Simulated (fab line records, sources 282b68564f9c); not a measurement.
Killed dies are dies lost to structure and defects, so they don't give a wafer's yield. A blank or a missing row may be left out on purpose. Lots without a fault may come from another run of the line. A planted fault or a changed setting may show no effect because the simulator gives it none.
fab line records | flow rit_cmos
record lots=7 wafers=21 last_day=7
route steps=202 shown ACTIVE@1 FOX1@20 FOX2@23 M1@202
lots that met no fault: from a run of the same line without faults
start_h: hours from the record's first day to the start of the lot's first wafer shown | wait_h: hours since the lot's step before | " the same as in the row above | L1.1+2: a row that stands for several wafers | - no value, or no start given | * or withheld: withheld | < > ~ a bound
route shown NAME@n: a module of which the file shows steps, and the number in the route of the first | usual: mean/standard deviation of fault-free wafers | same: alike in all rows | chamber/n: place in a boat | sites: the reading at each site | _std_site: their standard deviation | _edge_site: outer sites' mean less inner sites' | radius_mm: how far each site lies from the wafer's centre | mask NAME#n: copy n | behind: the tool/chamber that last shaped the wafer | hold: why the lot was held/for how many hours/how that ended | device: the transistor (n, p or np) that didn't switch | end of line: the same wafers' tests at the end of the route | a step without rows: its recipe alone | killed: dies lost to structure and defects at the first sort, not the wafer's yield | map: a wafer's dies, x killed, . not, _ none there
set.NAME: the setting as run; set.NAME@STEP: as run at that earlier step | model.NAME: the simulator's own value behind a step, which no gauge read
lots at some steps of the route; a table a step, a row a wafer
services: from which hour (start_h, from the record's first day; less than 0 if before it) a tool's chamber was out of use, for how many hours, and why
## steps
# step RIT_ACTIVE_BOW_MEAS_00
# recipe mode=bow
# usual INCOMING_BOW=0/6.3
# columns lot.wafer tool chamber start_h wait_h INCOMING_BOW[um]
L786.1 film_metro-04 - 15.00 - -2
L786.3 " - " " -5
L786.5 " - " " 10
L793.2 film_metro-04 - 50.02 - -2
L793.3 " - " " -4
L793.4 " - " " -3
L796.1 film_metro-01 - 65.00 - 7
L796.3 " - " " 8
L796.4 " - " " 7
L797.1 film_metro-01 - 70.00 - 8
L797.2 " - " " 7
L797.4 " - " " -3
L801.1 film_metro-02 - 90.00 - 11
L801.2 " - " " 1
L801.6 " - " " 3
L802.1 film_metro-01 - 95.00 - 7
L802.2 " - " " -7
L802.5 " - " " -4
L805.1 film_metro-04 - 110.00 - -12
L805.5 " - " " -4
L805.6 " - " " 2
# step RIT_ACTIVE_OXIDATION_01
# recipe temp_c=1000 ambient=O2 target_thk_a=468 ox_time_s=3480
# usual ox_temp_c_max=1005.5/1.7
# columns lot.wafer tool chamber start_h wait_h ox_temp_c_max
L786.1 furnace-01 0 15.39 0.4 1003.2
L786.3 " 0 " " 1003.7
L786.5 " 0 " " 1003.8
L793.2 furnace-03 0 50.84 0.8 1006.4
L793.3 " 0 " " 1007.1
L793.4 " 0 " " 1007.0
L796.1 furnace-03 0 65.12 0.1 1006.4
L796.3 " 0 " " 1006.1
L796.4 " 0 " " 1006.3
L796.1 furnace-04 0 68.33 1.3 1006.3
L796.3 " 0 " " 1005.7
L796.4 " 0 " " 1005.3
L797.1 furnace-01 0 71.18 1.2 1004.2
L797.2 " 0 " " 1004.2
L797.4 " 0 " " 1003.8
L797.1 furnace-01 0 73.36 0.2 1003.3
L797.2 " 0 " " 1002.5
L797.4 " 0 " " 1002.9
L801.1 furnace-01 0 91.22 1.2 1003.6
L801.2 " 0 " " 1003.3
L801.6 " 0 " " 1003.4
L802.1 furnace-04 0 96.48 1.5 1006.4
L802.2 " 0 " " 1008.0
L802.5 " 0 " " 1005.8
L805.1 furnace-03 0 110.12 0.1 1005.6
L805.5 " 0 " " 1004.8
L805.6 " 0 " " 1005.9
L805.1 furnace-03 0 112.22 0.2 1005.1
L805.5 " 0 " " 1004.9
L805.6 " 0 " " 1006.8
# step RIT_ACTIVE_THK_MEAS_02
# recipe reads=SiO2_of_ACTIVE_OXIDATION_01
# usual ACTIVE_OXIDE_THK=48.1/0.74
# columns lot.wafer tool chamber start_h wait_h ACTIVE_OXIDE_THK[nm]
L786.1 film_metro-04 - 17.32 0.0 48.9
L786.3 " - " " 49.7
L786.5 " - " " 49.1
L793.2 film_metro-01 - 52.78 0.0 47.9
L793.3 " - " " 48.3
L793.4 " - " " 48.2
L796.1 film_metro-01 - 70.26 0.0 76.1
L796.3 " - " " 76.4
L796.4 " - " " 76.1
L796.1 film_metro-01 - 70.51 0.2 76.1
L796.3 " - " " 76.4
L796.4 " - " " 76.2
L797.1 film_metro-04 - 75.35 0.1 77.2
L797.2 " - " " 78.0
L797.4 " - " " 75.9
L797.1 film_metro-04 - 75.58 0.2 77.2
L797.2 " - " " 78.0
L797.4 " - " " 75.9
L801.1 film_metro-01 - 93.15 0.0 48.7
L801.2 " - " " 48.6
L801.6 " - " " 47.6
L802.1 film_metro-02 - 98.42 0.0 48.4
L802.2 " - " " 47.3
L802.5 " - " " 48.0
L805.1 film_metro-02 - 114.22 0.1 78.0
L805.5 " - " " 78.5
L805.6 " - " " 77.7
L805.1 film_metro-02 - 114.44 0.2 78.0
L805.5 " - " " 78.5
L805.6 " - " " 77.7
# step RIT_ACTIVE_CVD_03
# recipe material=Si3N4 target_thk_nm=150 temp_c=810 precursor=SiH2Cl2/NH3 time_s=1500 pressure_mtorr=300 sih2cl2_flow_sccm=60 nh3_flow_sccm=150
# step RIT_ACTIVE_THK_MEAS_04
# recipe reads=Si3N4_of_ACTIVE_CVD_03
# usual ACTIVE_NITRIDE_THK=149.5/1.4
# columns lot.wafer tool chamber start_h wait_h ACTIVE_NITRIDE_THK[nm]
L786.1 film_metro-04 - 19.12 0.0 153.1
L786.3 " - " " 152.1
L786.5 " - " " 152.1
L793.2 film_metro-01 - 54.26 0.0 148.6
L793.3 " - " " 149.0
L793.4 " - " " 148.9
L796.1 film_metro-04 - 79.16 0.0 148.8
L796.3 " - " " 148.5
L796.4 " - " " 148.3
L797.1 film_metro-02 - 79.16 0.0 147.9
L797.2 " - " " 148.0
L797.4 " - " " 148.0
L801.1 film_metro-01 - 95.34 0.0 151.2
L801.2 " - " " 152.4
L801.6 " - " " 151.6
L802.1 film_metro-04 - 100.60 0.0 151.9
L802.2 " - " " 152.2
L802.5 " - " " 152.1
L805.1 film_metro-02 - 120.81 0.0 149.6
L805.5 " - " " 148.8
L805.6 " - " " 149.8
# step RIT_ACTIVE_HMDS_05
# recipe prime_time_s=60 prime_temp_c=140
# step RIT_ACTIVE_COAT_06
# recipe resist=NOVOLAK spin_rpm=3250 resist_thk_nm=1000
# step RIT_ACTIVE_SOFTBAKE_07
# recipe resist=NOVOLAK temp_c=90 time_s=60
# step RIT_ACTIVE_EXPOSE_08
# recipe mask_id=M1 na=0.6 source_shape=conventional sigma_outer=0.6 target_cd_nm=1400 dose_mj=221.4
# step RIT_ACTIVE_PEB_09
# recipe resist=NOVOLAK temp_c=withheld time_s=withheld
# step RIT_ACTIVE_DEVELOP_10
# recipe resist=NOVOLAK develop_time_s=50 dev_temp_c=23
# step RIT_ACTIVE_CD_MEAS_11
# recipe target_cd_nm=1400
# usual cd_nm=1399.9/2.1
# columns lot.wafer tool chamber start_h wait_h cd_nm
L786.1 cd_sem-01 - 20.15 - 1402.9
L786.3 " - " " 1403.0
L786.5 " - " " 1402.4
L793.2 cd_sem-02 - 55.18 - 1398.2
L793.3 " - " " 1398.5
L793.4 " - " " 1397.2
L797.1 cd_sem-02 - 80.19 - 1398.6
L797.2 " - " " 1396.6
L797.4 " - " " 1396.6
L796.1 cd_sem-01 - 80.24 - 1401.7
L796.3 " - " " 1399.1
L796.4 " - " " 1397.9
L801.1 cd_sem-01 - 96.25 - 1400.8
L801.2 " - " " 1400.7
L801.6 " - " " 1397.4
L802.1 cd_sem-01 - 101.64 - 1404.9
L802.2 " - " " 1402.5
L802.5 " - " " 1401.5
L805.1 cd_sem-02 - 121.95 - 1398.3
L805.5 " - " " 1398.9
L805.6 " - " " 1398.8
# step RIT_ACTIVE_HARDBAKE_12
# recipe resist=NOVOLAK temp_c=140 time_s=60
# step RIT_ACTIVE_ETCH_13
# recipe stop_on=SiO2 chemistry=SF6 target=Si3N4 time_s=210 over_etch_frac=0.4 SF6_flow_sccm=200 pressure_mtorr=260 rf_w=125 target_depth_a=2100
# usual drypump_motor_current_A=5.7/0.47 oes_product_au=0.818/0.012 throttle_valve_pct=7.50/0.12
# columns lot.wafer tool chamber start_h wait_h drypump_motor_current_A oes_product_au rf_hours_counter_h throttle_valve_pct model.SiO2_of_ACTIVE_OXIDATION_01.thk_nm
L786.1 rie_diel-02 0 20.42 0.1 5.0 0.827 3 7.67 48.41
L786.3 " 2 " " 5.0 0.845 126 7.43 49.67
L786.5 " 1 " " 5.4 0.828 - 7.49 48.96
L793.2 rie_diel-02 1 55.43 0.1 5.3 0.810 65 7.50 47.81
L793.3 " 3 " " 5.7 0.809 26 7.43 47.95
L793.4 " 0 " " 5.0 0.815 4 7.64 47.67
L797.1 rie_diel-04 1 80.49 0.1 5.7 0.810 48 7.70 77.17
L797.2 " 0 " " 6.5 0.813 75 7.47 77.99
L797.4 " 2 " " 5.2 0.837 - 7.38 75.94
L796.1 rie_diel-02 3 80.51 0.1 5.7 0.808 26 7.42 75.73
L796.3 " 0 " " 5.0 0.811 4 7.65 75.94
L796.4 " 2 " " 5.0 0.827 127 7.45 76.25
L801.1 rie_diel-02 3 96.58 0.1 5.7 0.810 26 7.41 48.27
L801.2 " 1 " " 5.4 0.828 66 7.49 48.53
L801.6 " 1 " " 5.4 0.825 - 7.51 47.49
L802.1 rie_diel-01 2 101.91 0.1 6.4 0.809 100 7.64 47.47
L802.2 " 3 " " 5.7 0.815 23 7.30 47.38
L802.5 " 2 " " 6.4 0.812 - 7.63 47.13
L805.1 rie_diel-01 3 122.22 0.1 5.7 0.817 23 7.27 78.06
L805.5 " 0 " " 5.9 0.824 - 7.60 77
L805.6 " 3 " " 5.7 0.822 - 7.30 77.73
# step RIT_ACTIVE_STRIP_14
# recipe chemistry=O2 time_s=180 resist=NOVOLAK platen_temp_c=withheld power_w=500 pressure_mtorr=4000 o2_flow_sccm=4000
# usual drypump_motor_current_A=5.5/0.41
# columns lot.wafer tool chamber start_h wait_h drypump_motor_current_A rf_hours_counter_h
L786.1 plasma_asher-04 1 20.56 0.1 5.4 24
L786.3 " 0 " " 5.2 -
L786.5 " 1 " " 5.4 -
L793.2 plasma_asher-02 0 55.56 0.1 6.4 43
L793.3 " 0 " " 6.4 -
L793.4 " 1 " " 5.4 -
L797.1 plasma_asher-01 1 80.62 0.1 5.3 42
L797.2 " 0 " " 5.7 42
L797.4 " 0 " " 5.7 -
L796.1 plasma_asher-04 1 80.64 0.1 5.3 30
L796.3 " 0 " " 5.2 -
L796.4 " 1 " " 5.4 -
L801.1 plasma_asher-01 1 96.71 0.1 5.3 44
L801.2 " 0 " " 5.7 44
L801.6 " 0 " " 5.7 -
L802.1 plasma_asher-04 1 102.04 0.1 5.4 33
L802.2 " 0 " " 5.2 33
L802.5 " 0 " " 5.2 -
L805.1 plasma_asher-04 0 122.35 0.1 5.2 35
L805.5 " 1 " " 5.3 -
L805.6 " 0 " " 5.3 -
# step RIT_ACTIVE_CD_MEAS_90
# recipe target_cd_nm=1400
# usual cd_nm=1399.9/2
# columns lot.wafer tool chamber start_h wait_h cd_nm
L786.1 cd_sem-02 - 20.73 0.1 1402.9
L786.3 " - " " 1403.2
L786.5 " - " " 1402.4
L793.2 cd_sem-02 - 55.75 0.1 1398.1
L793.3 " - " " 1397.9
L793.4 " - " " 1397.7
L797.1 cd_sem-02 - 80.80 0.1 1398.6
L797.2 " - " " 1396.7
L797.4 " - " " 1396.7
L796.1 cd_sem-02 - 80.82 0.1 1401.5
L796.3 " - " " 1399.2
L796.4 " - " " 1397.8
L801.1 cd_sem-02 - 96.88 0.1 1400.5
L801.2 " - " " 1400.6
L801.6 " - " " 1397.2
L802.1 cd_sem-02 - 102.21 0.1 1404.6
L802.2 " - " " 1402.5
L802.5 " - " " 1401.1
L805.1 cd_sem-01 - 122.52 0.1 1398.1
L805.5 " - " " 1398.8
L805.6 " - " " 1399.0
# step RIT_ACTIVE_CLEAN_15
# recipe chemistry=SC1 mix=3:3:50 time_s=600 temp_c=75
# step RIT_ACTIVE_CLEAN_16
# recipe chemistry=dHF dilution=50:1 time_s=30
# step RIT_ACTIVE_CLEAN_17
# recipe chemistry=SC2 mix=3:3:50 time_s=600 temp_c=75 dry=n2_spin
# step RIT_FOX1_OXIDATION_00
# recipe temp_c=1100 ambient=H2O target_thk_a=3507 p_h2o_torr=720 ox_time_s=1130
# step RIT_FOX1_THK_MEAS_01
# recipe reads=SiO2_of_FOX1_OXIDATION_00
# usual FOX1_OXIDE_THK=352/6.8
# columns lot.wafer tool chamber start_h wait_h FOX1_OXIDE_THK[nm]
L786.1 film_metro-01 - 24.03 0.0 341
L786.3 " - " " 354
L786.5 " - " " 351
L793.2 film_metro-03 - 58.38 0.0 351
L793.3 " - " " 360
L793.4 " - " " 358
L796.1 film_metro-02 - 83.43 0.1 353
L796.3 " - " " 348
L796.4 " - " " 350
L797.1 film_metro-03 - 83.59 0.0 348
L797.2 " - " " 350
L797.4 " - " " 343
L801.1 film_metro-01 - 98.68 0.0 362
L801.2 " - " " 356
L801.6 " - " " 356
L802.1 film_metro-03 - 104.82 0.0 360
L802.2 " - " " 356
L802.5 " - " " 357
L805.1 film_metro-03 - 126.08 0.0 358
L805.5 " - " " 356
L805.6 " - " " 361
# step RIT_FOX1_WET_ETCH_02
# recipe chemistry=BOE target_depth_nm=350 time_s=390 temp_c=21.5 dry=n2_spin dilution=10:1 target=SiO2
# step RIT_FOX2_OXIDATION_00
# recipe temp_c=1100 ambient=H2O target_thk_a=3507 p_h2o_torr=720 ox_time_s=1130
# step RIT_FOX2_THK_MEAS_01
# recipe reads=SiO2_of_FOX2_OXIDATION_00
# usual FOX2_OXIDE_THK=352/6.9
# columns lot.wafer tool chamber start_h wait_h FOX2_OXIDE_THK[nm]
L786.1 film_metro-04 - 25.82 0.0 355
L786.3 " - " " 346
L786.5 " - " " 348
L793.2 film_metro-03 - 60.03 0.0 360
L793.3 " - " " 362
L793.4 " - " " 361
L796.1 film_metro-04 - 86.22 0.0 354
L796.3 " - " " 344
L796.4 " - " " 344
L797.1 film_metro-04 - 86.22 0.0 358
L797.2 " - " " 351
L797.4 " - " " 363
L801.1 film_metro-03 - 100.18 0.0 347
L801.2 " - " " 342
L801.6 " - " " 343
L802.1 film_metro-03 - 106.31 0.0 354
L802.2 " - " " 354
L802.5 " - " " 354
L805.1 film_metro-04 - 129.36 0.0 356
L805.5 " - " " 357
L805.6 " - " " 356
# step RIT_FOX2_CLEAN_02
# recipe chemistry=dHF dilution=50:1 time_s=180
# step RIT_FOX2_WET_ETCH_03
# recipe chemistry=H3PO4 target=Si3N4 target_depth_nm=195 temp_c=165 time_s=2700
# columns lot.wafer tool chamber start_h wait_h model.SiO2_of_ACTIVE_OXIDATION_01.thk_nm
L786.1 wet_bench-03 0 25.94 0.0 43.23
L786.3 " 0 " " 44.31
L786.5 " 0 " " 43.68
L793.2 wet_bench-03 2 60.20 0.0 42.66
L793.3 " 2 " " 42.78
L793.4 " 2 " " 42.52
L796.1 wet_bench-03 2 86.34 0.0 67.41
L796.3 " 2 " " 67.62
L796.4 " 2 " " 67.92
L797.1 wet_bench-02 1 86.34 0.0 68.38
L797.2 " 1 " " 69.09
L797.4 " 1 " " 67.28
L801.1 wet_bench-02 1 100.29 0.0 42.98
L801.2 " 1 " " 43.26
L801.6 " 1 " " 42.3
L802.1 wet_bench-03 3 106.43 0.0 42.38
L802.2 " 3 " " 42.3
L802.5 " 3 " " 42.08
L805.1 wet_bench-02 1 129.53 0.1 69.39
L805.5 " 1 " " 68.44
L805.6 " 1 " " 69.11
# step RIT_FOX2_THK_MEAS_90
# recipe reads=SiO2_of_FOX2_OXIDATION_00
# usual FIELD_OXIDE_LEFT_1_THK=325/6.9
# columns lot.wafer tool chamber start_h wait_h FIELD_OXIDE_LEFT_1_THK[nm]
L786.1 film_metro-02 - 26.77 0.0 328
L786.3 " - " " 319
L786.5 " - " " 321
L793.2 film_metro-04 - 60.97 0.0 333
L793.3 " - " " 334
L793.4 " - " " 335
L797.1 film_metro-03 - 87.10 0.0 330
L797.2 " - " " 323
L797.4 " - " " 336
L796.1 film_metro-04 - 87.15 0.1 327
L796.3 " - " " 317
L796.4 " - " " 317
L801.1 film_metro-04 - 101.05 0.0 320
L801.2 " - " " 315
L801.6 " - " " 316
L802.1 film_metro-02 - 107.33 0.0 327
L802.2 " - " " 326
L802.5 " - " " 326
L805.1 film_metro-04 - 130.40 0.0 329
L805.5 " - " " 330
L805.6 " - " " 329
# step RIT_M1_PROBE_99
# usual killed_at_contacts=0.1/0.25 killed_at_front_end=7/3.3 killed_dies=7/3.2 killed_open=3.6/2.2 killed_short=3.5/2
# same gross_dies=264 killed_at_M0_to_M3=0 killed_at_M4_up=0 killed_at_back_side=0 killed_at_other=0
# columns lot.wafer tool chamber start_h wait_h killed_at_contacts killed_at_front_end killed_dies killed_open killed_short
L793.2 prober-02 - 99.40 0.1 0 9 9 7 2
L793.3 prober-02 - 99.45 0.2 0 7 7 5 2
L793.4 prober-02 - 99.50 0.2 0 5 5 3 2
L801.1 prober-02 - 140.84 0.1 0 9 9 2 7
L801.2 prober-02 - 140.89 0.1 0 4 4 1 3
L801.6 prober-02 - 141.09 0.2 0 9 9 5 4
L805.1 prober-02 - 178.61 0.1 0 8 8 4 4
L805.6 prober-02 - 178.86 0.2 1 5 6 2 4
# killed by level:class
L793.2 GATE:geometric_particle:open=2 FOX1:geometric_particle:open=1 FOX2:geometric_particle:open=1 GATE:geometric_particle:short=1 REOX:geometric_particle:short=1 REOX:geometric_particle:open=1 SPACER:geometric_particle:open=1 SILICIDE:geometric_particle:open=1
L793.3 GATE:geometric_particle:open=4 FOX1:geometric_particle:open=1 GATE:geometric_particle:short=1 REOX:geometric_particle:short=1
L793.4 FOX1:geometric_particle:open=1 GATE:geometric_particle:open=1 GATE:geometric_particle:short=1 SPACER:geometric_particle:open=1 SILICIDE:geometric_particle:short=1
L801.1 GATE:geometric_particle:short=3 SILICIDE:geometric_particle:short=3 GATE:geometric_particle:open=2 REOX:geometric_particle:short=1
L801.2 GATE:geometric_particle:open=1 GATE:geometric_particle:short=1 REOX:geometric_particle:short=1 SPACER:geometric_particle:short=1
L801.6 GATE:geometric_particle:short=2 GATE:geometric_particle:open=2 SPACER:geometric_particle:short=2 SPACER:geometric_particle:open=2 REOX:geometric_particle:open=1
L805.1 FOX1:geometric_particle:short=1 FOX1:geometric_particle:open=1 GATE:geometric_particle:short=1 GATE:geometric_particle:open=1 SPACER:geometric_particle:open=1 SPACER:geometric_particle:short=1 SILICIDE:geometric_particle:short=1 SILICIDE:geometric_particle:open=1
L805.6 FOX1:geometric_particle:short=2 CONTACT:geometric_particle:open=1 FOX2:geometric_particle:short=1 GATE:geometric_particle:open=1 REOX:geometric_particle:short=1
## services
# columns tool chamber start_h hours kind
plasma_asher-01 - -4.60 3.6 repair
plasma_asher-01 - -1.73 3.8 repair
rie_diel-01 0 10.23 9.4 repair
rie_diel-02 0 44.07 6.1 repair
plasma_asher-02 - 57.74 2.3 repair
rie_diel-04 - 65.71 0.7 repair
furnace-03 - 67.05 3.4 pm
rie_diel-04 3 73.20 16.0 repair
rie_diel-04 2 86.52 12.9 repair
furnace-04 - 92.77 3.7 pm
rie_diel-04 3 99.46 - clean
rie_diel-04 3 99.46 18.5 scheduled_down
rie_diel-04 3 99.46 18.5 vent_cycle
wet_bench-03 - 108.23 1.9 pm
plasma_asher-02 - 108.75 9.0 pm
plasma_asher-02 0 108.75 9.0 vent_cycle
plasma_asher-02 1 108.75 9.0 vent_cycle
plasma_asher-02 0 117.75 - clean
plasma_asher-02 1 117.75 - clean
rie_diel-04 2 118.29 - clean
rie_diel-04 2 118.29 17.4 scheduled_down
rie_diel-04 2 118.29 17.4 vent_cycle
furnace-01 - 118.79 10.3 pm
furnace-01 - 129.13 58.1 pm
## key
first_sign step=RIT_ACTIVE_OXIDATION_01 reading=visit direction=added
effect step=RIT_ACTIVE_THK_MEAS_02 reading=visit direction=added
effect step=RIT_ACTIVE_THK_MEAS_02 reading=ACTIVE_OXIDE_THK direction=up sigmas=39 usual=48.1 struck=77.1
model_effect step=RIT_ACTIVE_ETCH_13 value=SiO2_of_ACTIVE_OXIDATION_01.thk_nm without=46.65 struck=76.22
model_effect step=RIT_FOX2_WET_ETCH_03 value=SiO2_of_ACTIVE_OXIDATION_01.thk_nm without=42.21 struck=68.29
met_at RIT_ACTIVE_OXIDATION_01
struck_wafers L796.1,L796.3,L796.4,L797.1,L797.2,L797.4,L805.1,L805.5,L805.6
rows_end L796.1,L796.3,L796.4,L797.1,L797.2,L797.4
tester_left_out L805
fault kind=repeated_step_whole tool=furnace-01,furnace-03,furnace-04 chamber=- onset_h=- steps=RIT_ACTIVE_OXIDATION_01 times=1 scope=struck_lots_only
# tester_left_out: of these lots the tester's yield and bins aren't shown, on N5 and GAA mostly nor the transistor test; their killed dies are dies lost to structure and defects alone, not to doping, threshold or leakage, so they don't give the yield
# rows_end: these wafers met a further fault down the route, and their rows from its step on are left out
